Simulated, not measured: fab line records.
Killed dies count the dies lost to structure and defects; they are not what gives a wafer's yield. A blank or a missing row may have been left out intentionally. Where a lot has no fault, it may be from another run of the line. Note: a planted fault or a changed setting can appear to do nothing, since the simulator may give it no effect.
fab line records	flow berkeley_cmos170
record: lots: 5	wafers: 23
route steps=331 shown GATE@130 PLDD@154 SPACER@171 PSD@179 SDANNEAL@204 CONTACT@226 M1@242 M2@272
start_h: start of the lot's first displayed wafer, in hours after the record's first day	wait_h: how many hours have passed since the lot's step before this one	" unchanged from the row above	L1.1+2: one row covering several wafers at once	- no value, or no start given	* or withheld: withheld	< > ~ a bound
route shown NAME@n: names a module that has steps shown in the file, with the first one's number in the route	usual: average and standard deviation across the fault-free wafers	same: alike in all rows	chamber/n: place in a boat	sites: each site's reading	_std_site: the standard deviation of these	_edge_site: inner sites' mean taken away from outer sites' mean	radius_mm: for every site, how far away it sits from the centre of the wafer	mask NAME#n: copy n	behind: the most recent tool/chamber to have shaped the wafer	hold: cause of the lot's hold/its duration in hours/its outcome	device: the n, p or np transistor that did not switch	end of line: the tests these same wafers got at the end of their route	step lacking rows: just its recipe	killed: count of dies lost to structure and defects at first sort (not the wafer's yield)	map: a wafer's dies, x killed, . not, _ none there
set.NAME: the setting the step ran with; set.NAME@STEP: the setting that earlier step ran with	model.NAME: the simulator's own value behind a step, which no gauge read
one table per step and one row per wafer, for lots whose settings were changed on purpose
== steps ==
step: UCB170_GATE_CVD_04
recipe: material: poly-Si	temp_c: 610	precursor: SiH4	time_s: 1440	pressure_mtorr: 375	target_thk_nm: 214	sih4_flow_sccm: 120
lot.wafer	tool	chamber	start_h	wait_h	set.time_s	model.poly-Si_of_GATE_CVD_04.thk_nm
L074.1	-	-	-	1.6	1546	231.6
L074.3	"	-	"	"	1546	231.1
L074.4	"	-	"	"	1546	233
L074.5	"	-	"	"	1546	232.4
L074.6	"	-	"	"	1546	232.2
L075.1	-	-	-	1.6	1518	225
L075.3+6	"	-	"	"	1518	224.7
L075.4	"	-	"	"	1518	226.9
L075.5	"	-	"	"	1518	226.1
L076.2	lpcvd-01	0	151.07	1.6	1440	216.3
L076.5	"	0	"	"	1440	217.6
L076.6	"	0	"	"	1440	217
L079.1	-	-	-	0.4	1440	210.5
L079.2	"	-	"	"	1440	210.4
L079.3	"	-	"	"	1440	210.2
L079.5	"	-	"	"	1440	210.7
L079.6	"	-	"	"	1440	208.8
L080.1	-	-	-	0.0	1440	216.5
L080.2	"	-	"	"	1440	216.1
L080.3+6	"	-	"	"	1440	215.5
L080.5	"	-	"	"	1440	215.2
step: UCB170_GATE_THK_MEAS_05
recipe: reads: poly-Si_of_GATE_CVD_04
usual: GATE_POLY_THK: 214.2/2.3
lot.wafer	tool	chamber	start_h	wait_h	set.time_s@GATE_CVD_04	GATE_POLY_THK[nm]
L074.1	film_metro-03	-	-	-	1546	231.7
L074.3	"	-	"	"	1546	231.3
L074.4	"	-	"	"	1546	232.9
L074.5	"	-	"	"	1546	232.3
L074.6	"	-	"	"	1546	232.1
L075.1	film_metro-01	-	-	-	1518	224.8
L075.3	"	-	"	"	1518	224.7
L075.4	"	-	"	"	1518	226.9
L075.5	"	-	"	"	1518	226.3
L075.6	"	-	"	"	1518	224.9
L076.2	film_metro-02	-	152.48	0.0	1440	216.2
L076.5	"	-	"	"	1440	217.4
L076.6	"	-	"	"	1440	217.2
L079.1	film_metro-03	-	-	-	1440	210.4
L079.2	"	-	"	"	1440	210.6
L079.3	"	-	"	"	1440	210.2
L079.5	"	-	"	"	1440	210.5
L079.6	"	-	"	"	1440	208.9
L080.1	film_metro-03	-	-	-	1440	216.5
L080.2	"	-	"	"	1440	215.9
L080.3	"	-	"	"	1440	215.6
L080.5	"	-	"	"	1440	215.2
L080.6	"	-	"	"	1440	215.3
step: UCB170_GATE_ETCH_15
recipe: chemistry: HBr/Cl2	target: poly-Si	stop_on: SiO2	over_etch_frac: 0.3	icp_w: 300	bias_w: 150	time_s: 56.3	pressure_mtorr: 15	HBr_flow_sccm: 150	Cl2_flow_sccm: 50	target_depth_a: 2782
lot.wafer	tool	chamber	start_h	wait_h	set.time_s	set.time_s@GATE_CVD_04	model.etch.depth_nm	model.GATE.feature_depth_nm	model.KrF_of_GATE_COAT_07.thk_nm
L076.2	rie_si-02	2	154.29	-	56.3	1440	216.3	216.3	778.6
L076.5	"	2	"	"	56.3	1440	217.6	217.6	778.2
L076.6	"	3	"	"	56.3	1440	217	217	780.7
L075.1	rie_si-01	2	154.57	-	56.3	1518	225	225	777.9
L075.3	"	3	"	"	56.3	1518	224.7	224.7	779.9
L075.4	"	2	"	"	61.7	1518	226.9	227.4	767.7
L075.5	"	3	"	"	61.7	1518	226.1	226.5	768.5
L075.6	"	1	"	"	56.3	1518	224.7	224.7	778.8
L074.1	rie_si-02	1	154.81	-	56.3	1546	231.6	231.7	776.8
L074.3	"	2	"	"	53.52	1546	231.1	231.1	784.4
L074.4	"	0	"	"	56.3	1546	233	233	779.7
L074.5	"	3	"	"	56.3	1546	232.4	232.4	776
L074.6	"	2	"	"	53.52	1546	232.2	232.2	782.1
L079.1	rie_si-01	2	172.98	-	56.3	1440	210.5	210.5	781.2
L079.2	"	3	"	"	61.59	1440	210.4	210.8	773.1
L079.3	"	1	"	"	61.59	1440	210.2	210.7	769.5
L079.5	"	3	"	"	61.59	1440	210.7	211.1	769.4
L079.6	"	2	"	"	56.3	1440	208.8	208.8	780.9
L080.1	rie_si-02	0	184.21	-	60.54	1440	-	216.8	772.3
L080.2	"	2	"	"	56.3	1440	216.1	216.1	776.3
L080.3	"	3	"	"	60.54	1440	215.5	215.8	770.6
L080.5	"	1	"	"	56.3	1440	215.2	215.2	778.5
L080.6	"	2	"	"	60.54	1440	-	215.8	770.6
step: UCB170_PLDD_IMPLANT_09
recipe: species: BF2	dose_cm2: 5e+13	energy_kev: 10	tilt_deg: 7	rotation_deg: 180
lot.wafer	tool	chamber	start_h	wait_h	set.dose_cm2
L076.2+5+6	implanter-03	0	156.42	0.1	5e+13
L075.1+3+4+5+6	implanter-02	0	156.64	0.1	5e+13
L074.1+6	implanter-03	0	156.91	0.1	5e+13
L074.3+4+5	"	0	"	"	4.853e+13
L079.1+3+6	implanter-04	0	174.68	0.1	5.223e+13
L079.2+5	"	0	"	"	5e+13
L080.1+2+3+5+6	implanter-03	0	186.45	0.1	5e+13
step: UCB170_SPACER_CVD_00
recipe: material: SiO2	target_thk_nm: 376	temp_c: 390	precursor: TEOS/O2	time_s: 47	rf_w: 550	pressure_mtorr: 9000
lot.wafer	tool	chamber	start_h	wait_h	set.time_s	model.SiO2_of_SPACER_CVD_00.thk_nm
L074.1	pecvd-01	1	159.85	0.0	47	382.5
L074.3	"	2	"	"	47	380.6
L074.4	"	2	"	"	47	384.4
L074.5	"	0	"	"	47	385.7
L074.6	"	1	"	"	47	384.5
L075.1	pecvd-04	0	159.85	0.0	47	368.4
L075.3	"	2	"	"	47	370.1
L075.4	"	2	"	"	47	380.1
L075.5	"	1	"	"	47	372.8
L075.6	"	0	"	"	47	375.9
L076.2	pecvd-03	0	159.85	0.0	47	379.5
L076.5	"	2	"	"	47	381.1
L076.6	"	1	"	"	47	379.2
L079.1	pecvd-04	0	177.53	0.0	48.89	389.1
L079.2	"	2	"	"	47	376.6
L079.3	"	1	"	"	48.89	392
L079.5	"	0	"	"	47	372.3
L079.6	"	1	"	"	47	376
L080.1	pecvd-04	2	189.34	0.0	47	370.1
L080.2	"	1	"	"	47	366.7
L080.3	"	0	"	"	47	371.8
L080.5	"	1	"	"	42.94	342.6
L080.6	"	2	"	"	42.94	344.1
step: UCB170_SPACER_THK_MEAS_01
recipe: reads: SiO2_of_SPACER_CVD_00
usual: SPACER_TEOS_THK: 377/4.8
lot.wafer	tool	chamber	start_h	wait_h	set.time_s@SPACER_CVD_00	SPACER_TEOS_THK[nm]
L074.1	film_metro-03	-	159.90	0.0	47	383
L074.3	"	-	"	"	47	381
L074.4	"	-	"	"	47	385
L074.5	"	-	"	"	47	386
L074.6	"	-	"	"	47	385
L075.1	film_metro-01	-	159.90	0.0	47	368
L075.3	"	-	"	"	47	370
L075.4	"	-	"	"	47	380
L075.5	"	-	"	"	47	373
L075.6	"	-	"	"	47	376
L076.2	film_metro-04	-	159.91	0.0	47	380
L076.5	"	-	"	"	47	381
L076.6	"	-	"	"	47	379
L079.1	film_metro-04	-	177.57	0.0	48.89	389
L079.2	"	-	"	"	47	376
L079.3	"	-	"	"	48.89	392
L079.5	"	-	"	"	47	372
L079.6	"	-	"	"	47	376
L080.1	film_metro-04	-	189.38	0.0	47	370
L080.2	"	-	"	"	47	367
L080.3	"	-	"	"	47	372
L080.5	"	-	"	"	42.94	343
L080.6	"	-	"	"	42.94	344
step: UCB170_SPACER_ANNEAL_02
recipe: temp_c: 900	time_s: 1800	ambient: N2
step: UCB170_SPACER_ETCHBACK_03
recipe: stop_on: Si	target: SiO2	chemistry: CHF3/CF4/Ar	CHF3_flow_sccm: 50	cf4_flow_sccm: 10	Ar_flow_sccm: 120	pressure_mtorr: 200	rf_w: 500	target_depth_a: 3760	time_s: 100
lot.wafer	tool	chamber	start_h	wait_h	set.time_s@SPACER_CVD_00	model.etch.depth_nm
L074.1	rie_diel-03	3	164.49	0.0	47	382.5
L074.3	"	2	"	"	47	380.6
L074.4	"	1	"	"	47	384.4
L074.5	"	0	"	"	47	385.7
L074.6	"	1	"	"	47	384.5
L075.1	rie_diel-02	3	164.49	0.0	47	368.4
L075.3	"	2	"	"	47	370.1
L075.4	"	0	"	"	47	380.1
L075.5	"	2	"	"	47	372.8
L075.6	"	1	"	"	47	375.9
L076.2	rie_diel-04	3	164.49	0.0	47	379.5
L076.5	"	2	"	"	47	381.1
L076.6	"	3	"	"	47	379.2
L079.1	rie_diel-04	3	184.52	0.0	48.89	389.1
L079.2	"	2	"	"	47	376.6
L079.3	"	1	"	"	48.89	392
L079.5	"	2	"	"	47	372.3
L079.6	"	3	"	"	47	376
L080.1	rie_diel-04	0	197.82	0.0	47	-
L080.2	"	1	"	"	47	366.7
L080.3	"	3	"	"	47	371.8
L080.5	"	1	"	"	42.94	342.6
L080.6	"	0	"	"	42.94	-
step: UCB170_PSD_PEB_04
recipe: peb_temp_c: 130	peb_time_s: withheld	resist: KrF
lot.wafer	tool	chamber	start_h	wait_h	set.peb_temp_c
L075.1+3	litho_track-03	0	165.13	0.1	130
L075.4+5+6	"	0	"	"	127.7
L074.1+4	litho_track-04	0	165.25	0.1	130
L074.3+5+6	"	0	"	"	133.1
L076.2+5+6	litho_track-04	0	165.55	0.1	130
L079.1+2+3+5+6	litho_track-04	0	185.49	0.4	130
L080.1+2+3+5+6	litho_track-04	0	198.46	0.1	130
step: UCB170_PSD_DEVELOP_05
recipe: developer: TMAH	develop_time_s: 45	resist: KrF	dev_temp_c: 21
step: UCB170_PSD_CD_MEAS_06
recipe: target_cd_nm: 1200
usual: cd_nm: 1199.5/1.1
lot.wafer	tool	chamber	start_h	wait_h	set.peb_temp_c@PSD_PEB_04	cd_nm
L075.1	cd_sem-02	-	165.41	-	130	1199.4
L075.3	"	-	"	"	130	1199.7
L075.4	"	-	"	"	127.7	1183.2
L075.5	"	-	"	"	127.7	1182.2
L075.6	"	-	"	"	127.7	1182.5
L074.1	cd_sem-01	-	165.52	-	130	1198.4
L074.3	"	-	"	"	133.1	1217.5
L074.4	"	-	"	"	130	1199.7
L074.5	"	-	"	"	133.1	1218.2
L074.6	"	-	"	"	133.1	1217.4
L076.2	cd_sem-02	-	165.82	-	130	1200.7
L076.5	"	-	"	"	130	1201.4
L076.6	"	-	"	"	130	1199.8
L079.1	cd_sem-01	-	185.76	-	130	1199.1
L079.2	"	-	"	"	130	1200.1
L079.3	"	-	"	"	130	1199.1
L079.5	"	-	"	"	130	1200.0
L079.6	"	-	"	"	130	1199.4
L080.1	cd_sem-02	-	198.74	-	130	1199.5
L080.2	"	-	"	"	130	1199.1
L080.3	"	-	"	"	130	1198.5
L080.5	"	-	"	"	130	1197.8
L080.6	"	-	"	"	130	1198.0
step: UCB170_SDANNEAL_RTA_00
recipe: temp_c: 900	time_s: 10	ambient: N2
lot.wafer	tool	chamber	start_h	wait_h	set.time_s
L075.1+3+4+5+6	rtp_anneal-02	0	168.61	0.0	10
L074.1+3	rtp_anneal-01	0	168.75	0.0	11.15
L074.4+5+6	"	0	"	"	10
L076.2+5+6	rtp_anneal-01	0	169.52	0.0	10
L079.1+2+3+5+6	rtp_anneal-01	0	189.63	0.0	10
L080.1+2+5	rtp_anneal-02	0	204.25	0.0	10
L080.3+6	"	0	"	"	11.28
step: UCB170_SDANNEAL_RTA_01
recipe: temp_c: 1050	time_s: 5	ambient: N2
step: UCB170_SDANNEAL_RS_MEAS_04
recipe: thk_meas_gauge: four-point-probe
usual: PLDD_RS: 1030/3.1
lot.wafer	tool	chamber	start_h	wait_h	set.dose_cm2@PLDD_IMPLANT_09	PLDD_RS[ohm/sq]
L075.1	film_metro-03	-	168.97	0.1	5e+13	1035
L075.3	"	-	"	"	5e+13	1032
L075.4	"	-	"	"	5e+13	1033
L075.5	"	-	"	"	5e+13	1034
L075.6	"	-	"	"	5e+13	1036
L074.1	film_metro-02	-	169.12	0.1	5e+13	1032
L074.3	"	-	"	"	4.853e+13	1044
L074.4	"	-	"	"	4.853e+13	1041
L074.5	"	-	"	"	4.853e+13	1045
L074.6	"	-	"	"	5e+13	1030
L076.2	film_metro-03	-	169.89	0.1	5e+13	1031
L076.5	"	-	"	"	5e+13	1031
L076.6	"	-	"	"	5e+13	1033
L079.1	film_metro-02	-	189.99	0.1	5.223e+13	1011
L079.2	"	-	"	"	5e+13	1031
L079.3	"	-	"	"	5.223e+13	1012
L079.5	"	-	"	"	5e+13	1031
L079.6	"	-	"	"	5.223e+13	1013
L080.1	film_metro-04	-	204.62	0.1	5e+13	1023
L080.2	"	-	"	"	5e+13	1025
L080.3	"	-	"	"	5e+13	1029
L080.5	"	-	"	"	5e+13	1030
L080.6	"	-	"	"	5e+13	1025
step: UCB170_CONTACT_COAT_10
recipe: resist: KrF	spin_rpm: 1500	resist_thk_nm: 900
lot.wafer	tool	chamber	start_h	wait_h	set.spin_rpm	model.KrF_of_CONTACT_COAT_10.thk_nm
L075.1	litho_track-03	0	-	-	1440	916.5
L075.3	"	0	"	"	1440	915.1
L075.4	"	0	"	"	1440	915.9
L075.5	"	0	"	"	1500	894.2
L075.6	"	0	"	"	1500	895.9
L074.1	litho_track-02	0	-	-	1500	901.1
L074.3	"	0	"	"	1437	922.5
L074.4	"	0	"	"	1437	922.9
L074.5	"	0	"	"	1500	899.9
L074.6	"	0	"	"	1437	922.6
L076.2	litho_track-02	0	-	-	1500	903
L076.5	"	0	"	"	1500	902.2
L076.6	"	0	"	"	1500	904.6
L079.1	litho_track-02	0	-	-	1500	901.9
L079.2	"	0	"	"	1500	901.3
L079.3	"	0	"	"	1500	905.5
L079.5	"	0	"	"	1500	902
L079.6	"	0	"	"	1500	903
L080.1	litho_track-02	0	-	-	1462	913
L080.2	"	0	"	"	1500	903.6
L080.3	"	0	"	"	1500	900.6
L080.5	"	0	"	"	1462	912.4
L080.6	"	0	"	"	1500	902.5
step: UCB170_CONTACT_ETCH_18
recipe: chemistry: CHF3/CF4/Ar	target: PSG	stop_on: TiSi2	CHF3_flow_sccm: 45	cf4_flow_sccm: 15	Ar_flow_sccm: 150	pressure_mtorr: 200	rf_w: 700	target_depth_a: 8400	over_etch_frac: 0.2	time_s: 195
lot.wafer	tool	chamber	start_h	wait_h	set.rf_w	set.spin_rpm@CONTACT_COAT_10	model.KrF_of_CONTACT_COAT_10.thk_nm
L075.1	rie_diel-01	0	-	-	700	1440	708.4
L075.3	"	2	"	"	700	1440	706.9
L075.4	"	0	"	"	762.3	1440	699.1
L075.5	"	2	"	"	700	1500	685.2
L075.6	"	1	"	"	762.3	1500	677
L074.1	rie_diel-02	1	-	-	700	1500	693.2
L074.3	"	2	"	"	634.1	1437	724.6
L074.4	"	0	"	"	634.1	1437	725.6
L074.5	"	1	"	"	634.1	1500	701.7
L074.6	"	2	"	"	700	1437	715.6
L076.2	rie_diel-02	3	-	-	700	1500	693.6
L076.5	"	2	"	"	700	1500	693.1
L076.6	"	3	"	"	700	1500	695.2
L079.1	rie_diel-01	3	-	-	700	1500	692.4
L079.2	"	1	"	"	665.9	1500	694.3
L079.3	"	2	"	"	665.9	1500	700.7
L079.5	"	2	"	"	665.9	1500	698.5
L079.6	"	3	"	"	700	1500	693.8
L080.1	rie_diel-02	1	-	-	700	1462	707.3
L080.2	"	2	"	"	700	1500	699.7
L080.3	"	0	"	"	700	1500	694.9
L080.5	"	0	"	"	700	1462	706.5
L080.6	"	3	"	"	700	1500	696.7
step: UCB170_M1_COAT_04
recipe: resist: KrF	spin_rpm: 1500	resist_thk_nm: 900
lot.wafer	tool	chamber	start_h	wait_h	set.resist_thk_nm	model.KrF_of_M1_COAT_04.thk_nm
L075.1	litho_track-04	0	-	-	900	895.6
L075.3	"	0	"	"	900	895.2
L075.4	"	0	"	"	900	896.1
L075.5	"	0	"	"	900	894.6
L075.6	"	0	"	"	900	894.2
L074.1	litho_track-04	0	-	-	900	898.6
L074.3	"	0	"	"	900	901.2
L074.4	"	0	"	"	900	901.6
L074.5	"	0	"	"	856.4	857.8
L074.6	"	0	"	"	856.4	858
L076.2	litho_track-01	0	-	-	900	904.1
L076.5	"	0	"	"	900	902
L076.6	"	0	"	"	900	897.8
L079.1	litho_track-03	0	-	-	937.8	940.6
L079.2+6	"	0	"	"	900	901.5
L079.3	"	0	"	"	937.8	941.6
L079.5	"	0	"	"	937.8	938.4
L080.1	litho_track-04	0	-	-	914.4	910.4
L080.2	"	0	"	"	900	899.3
L080.3	"	0	"	"	914.4	914.1
L080.5	"	0	"	"	900	898.3
L080.6	"	0	"	"	914.4	915.2
step: UCB170_M1_SOFTBAKE_05
recipe: resist: KrF	temp_c: 130	time_s: 60
step: UCB170_M1_EXPOSE_06
recipe: mask_id: METAL1	target_cd_nm: 700	na: 0.5	sigma_outer: 0.6	source_shape: conventional	dose_mj: 21
step: UCB170_M1_ETCH_11
recipe: chemistry: N2/H2	target_depth_a: withheld	overetch_a: withheld	target: BARC	time_s: withheld	source_w: 500	bias_w: 100	pressure_mtorr: 30	n2_flow_sccm: 100	h2_flow_sccm: 200
step: UCB170_M1_METAL_ETCH_12
recipe: chemistry: Cl2/BCl3	target: Al	stop_on: PSG	pressure_mtorr: 12	target_depth_a: 7800	over_etch_frac: 0.3	time_s: 130	icp_w: 600	bias_w: 120	Cl2_flow_sccm: 90	bcl3_flow_sccm: 45
lot.wafer	tool	chamber	start_h	wait_h	set.resist_thk_nm@M1_COAT_04	model.KrF_of_M1_COAT_04.thk_nm
L075.1	rie_metal-03	0	176.37	-	900	438.2
L075.3	"	1	"	"	900	437.8
L075.4	"	0	"	"	900	438
L075.5	"	1	"	"	900	439
L075.6	"	0	"	"	900	441.2
L074.1	rie_metal-02	0	177.21	-	900	440.3
L074.3	"	0	"	"	900	442.7
L074.4	"	1	"	"	900	424.7
L074.5	"	1	"	"	856.4	381.2
L074.6	"	0	"	"	856.4	404.1
L076.2	rie_metal-03	1	178.58	-	900	449.4
L076.5	"	1	"	"	900	445.5
L076.6	"	0	"	"	900	435.9
L079.1	rie_metal-04	1	198.99	-	937.8	470.3
L079.2	"	1	"	"	900	431.9
L079.3	"	1	"	"	937.8	473.3
L079.5	"	1	"	"	937.8	469.8
L079.6	"	1	"	"	900	431
L080.1	rie_metal-02	0	211.88	-	914.4	446.7
L080.2	"	1	"	"	900	415
L080.3	"	0	"	"	914.4	453.5
L080.5	"	1	"	"	900	415.6
L080.6	"	0	"	"	914.4	454.7
step: UCB170_M2_SPUTTER_01
recipe: material: Al	target_thk_nm: 900	time_s: 120	power_w: 6000	chamber_pressure_pa: 0.5
lot.wafer	tool	chamber	start_h	wait_h	set.power_w	model.Al_of_M2_SPUTTER_01.thk_nm
L074.1	pvd_sputter-02	-	183.12	0.0	6000	907.2
L074.3	"	-	"	"	6000	902.3
L074.4	"	-	"	"	6000	907.8
L074.5	"	-	"	"	6000	910.4
L074.6	"	-	"	"	6000	908.7
L075.1	pvd_sputter-01	-	183.36	0.0	6187	925.1
L075.3	"	-	"	"	6000	903
L075.4	"	-	"	"	6187	930.3
L075.5	"	-	"	"	6000	902.1
L075.6	"	-	"	"	6187	934.3
L076.2	pvd_sputter-03	-	183.60	0.0	6000	902.8
L076.5	"	-	"	"	6000	903.9
L076.6	"	-	"	"	6000	899.5
L079.1	pvd_sputter-03	-	205.43	0.0	6000	902.5
L079.2	"	-	"	"	6000	904.1
L079.3	"	-	"	"	6000	898.3
L079.5	"	-	"	"	6000	902.3
L079.6	"	-	"	"	6000	899.9
L080.1	pvd_sputter-02	-	220.44	0.0	5575	833.4
L080.2	"	-	"	"	6000	892.6
L080.3	"	-	"	"	6000	891.9
L080.5	"	-	"	"	6000	893
L080.6	"	-	"	"	5575	829.5
step: UCB170_M2_RS_MEAS_02
recipe: thk_meas_gauge: four-point-probe	reads: Al_of_M2_SPUTTER_01
usual: M2_AL_RS: 0.03209/0.00024
lot.wafer	tool	chamber	start_h	wait_h	set.power_w@M2_SPUTTER_01	M2_AL_RS[ohm/sq]
L074.1	film_metro-02	-	183.20	0.0	6000	0.03181
L074.3	"	-	"	"	6000	0.03199
L074.4	"	-	"	"	6000	0.03179
L074.5	"	-	"	"	6000	0.03168
L074.6	"	-	"	"	6000	0.03176
L075.1	film_metro-04	-	183.45	0.0	6187	0.03124
L075.3	"	-	"	"	6000	0.03203
L075.4	"	-	"	"	6187	0.03102
L075.5	"	-	"	"	6000	0.03211
L075.6	"	-	"	"	6187	0.03095
L076.2	film_metro-01	-	183.71	0.1	6000	0.03206
L076.5	"	-	"	"	6000	0.03201
L076.6	"	-	"	"	6000	0.03216
L079.1	film_metro-02	-	205.51	0.0	6000	0.03206
L079.2	"	-	"	"	6000	0.03199
L079.3	"	-	"	"	6000	0.03216
L079.5	"	-	"	"	6000	0.03203
L079.6	"	-	"	"	6000	0.03213
L080.1	film_metro-01	-	220.54	0.0	5575	0.03474
L080.2	"	-	"	"	6000	0.03241
L080.3	"	-	"	"	6000	0.03244
L080.5	"	-	"	"	6000	0.03239
L080.6	"	-	"	"	5575	0.03482
step: UCB170_M2_THK_MEAS_03
recipe: thk_meas_gauge: xrf	reads: Al_of_M2_SPUTTER_01
usual: M2_AL_THK: 892/6.9
lot.wafer	tool	chamber	start_h	wait_h	set.power_w@M2_SPUTTER_01	M2_AL_THK[nm]
L074.1	film_metro-02	-	183.32	0.1	6000	898
L074.3	"	-	"	"	6000	895
L074.4	"	-	"	"	6000	896
L074.5	"	-	"	"	6000	899
L074.6	"	-	"	"	6000	897
L075.1	film_metro-04	-	183.57	0.1	6187	918
L075.3	"	-	"	"	6000	892
L075.4	"	-	"	"	6187	928
L075.5	"	-	"	"	6000	903
L075.6	"	-	"	"	6187	932
L076.2	film_metro-01	-	183.82	0.1	6000	894
L076.5	"	-	"	"	6000	899
L076.6	"	-	"	"	6000	888
L079.1	film_metro-02	-	205.63	0.1	6000	893
L079.2	"	-	"	"	6000	893
L079.3	"	-	"	"	6000	889
L079.5	"	-	"	"	6000	892
L079.6	"	-	"	"	6000	891
L080.1	film_metro-01	-	220.66	0.1	5575	829
L080.2	"	-	"	"	6000	887
L080.3	"	-	"	"	6000	886
L080.5	"	-	"	"	6000	887
L080.6	"	-	"	"	5575	821
== key ==
split: step: UCB170_GATE_CVD_04	setting: time_s	stated: 1440	by: lot
response: step: UCB170_GATE_CVD_04	reading: model.poly-Si_of_GATE_CVD_04.thk_nm	change: +2.38	per: 1%	r: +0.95
response: step: UCB170_GATE_THK_MEAS_05	reading: GATE_POLY_THK	change: +2.38	per: 1%	r: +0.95
response: step: UCB170_GATE_ETCH_15	reading: model.etch.depth_nm	change: +2.44	per: 1%	r: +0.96
response: step: UCB170_GATE_ETCH_15	reading: model.GATE.feature_depth_nm	change: +2.36	per: 1%	r: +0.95
split: step: UCB170_GATE_ETCH_15	setting: time_s	stated: 56.3	by: wafer
response: step: UCB170_GATE_ETCH_15	reading: model.KrF_of_GATE_COAT_07.thk_nm	change: -1.06	per: 1%	r: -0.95
split: step: UCB170_PLDD_IMPLANT_09	setting: dose_cm2	stated: 5e+13	by: wafer
response: step: UCB170_SDANNEAL_RS_MEAS_04	reading: PLDD_RS	change: -4.25	per: 1%	r: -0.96
split: step: UCB170_SPACER_CVD_00	setting: time_s	stated: 47	by: wafer
response: step: UCB170_SPACER_CVD_00	reading: model.SiO2_of_SPACER_CVD_00.thk_nm	change: +3.18	per: 1%	r: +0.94
response: step: UCB170_SPACER_THK_MEAS_01	reading: SPACER_TEOS_THK	change: +3.2	per: 1%	r: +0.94
response: step: UCB170_SPACER_ETCHBACK_03	reading: model.etch.depth_nm	change: +3.3	per: 1%	r: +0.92
split: step: UCB170_PSD_PEB_04	setting: peb_temp_c	stated: 130	by: wafer
response: step: UCB170_PSD_CD_MEAS_06	reading: cd_nm	change: +8.44	per: 1%	r: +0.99
split: step: UCB170_SDANNEAL_RTA_00	setting: time_s	stated: 10	by: wafer
response none clear
split: step: UCB170_CONTACT_COAT_10	setting: spin_rpm	stated: 1500	by: wafer
response: step: UCB170_CONTACT_COAT_10	reading: model.KrF_of_CONTACT_COAT_10.thk_nm	change: -5.06	per: 1%	r: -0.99
response: step: UCB170_CONTACT_ETCH_18	reading: model.KrF_of_CONTACT_COAT_10.thk_nm	change: -5.55	per: 1%	r: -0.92
split: step: UCB170_CONTACT_ETCH_18	setting: rf_w	stated: 700	by: wafer
response: step: UCB170_CONTACT_ETCH_18	reading: model.KrF_of_CONTACT_COAT_10.thk_nm	slope: -0.976	per: 1%	together_with: spin_rpm@CONTACT_COAT_10	explained: 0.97
split: step: UCB170_M1_COAT_04	setting: resist_thk_nm	stated: 900	by: wafer
response: step: UCB170_M1_COAT_04	reading: model.KrF_of_M1_COAT_04.thk_nm	change: +8.97	per: 1%	r: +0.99
response: step: UCB170_M1_METAL_ETCH_12	reading: model.KrF_of_M1_COAT_04.thk_nm	change: +9.95	per: 1%	r: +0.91
split: step: UCB170_M2_SPUTTER_01	setting: power_w	stated: 6000	by: wafer
response: step: UCB170_M2_SPUTTER_01	reading: model.Al_of_M2_SPUTTER_01.thk_nm	change: +8.65	per: 1%	r: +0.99
response: step: UCB170_M2_RS_MEAS_02	reading: M2_AL_RS	change: -0.000332	per: 1%	r: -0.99
response: step: UCB170_M2_THK_MEAS_03	reading: M2_AL_THK	change: +8.82	per: 1%	r: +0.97
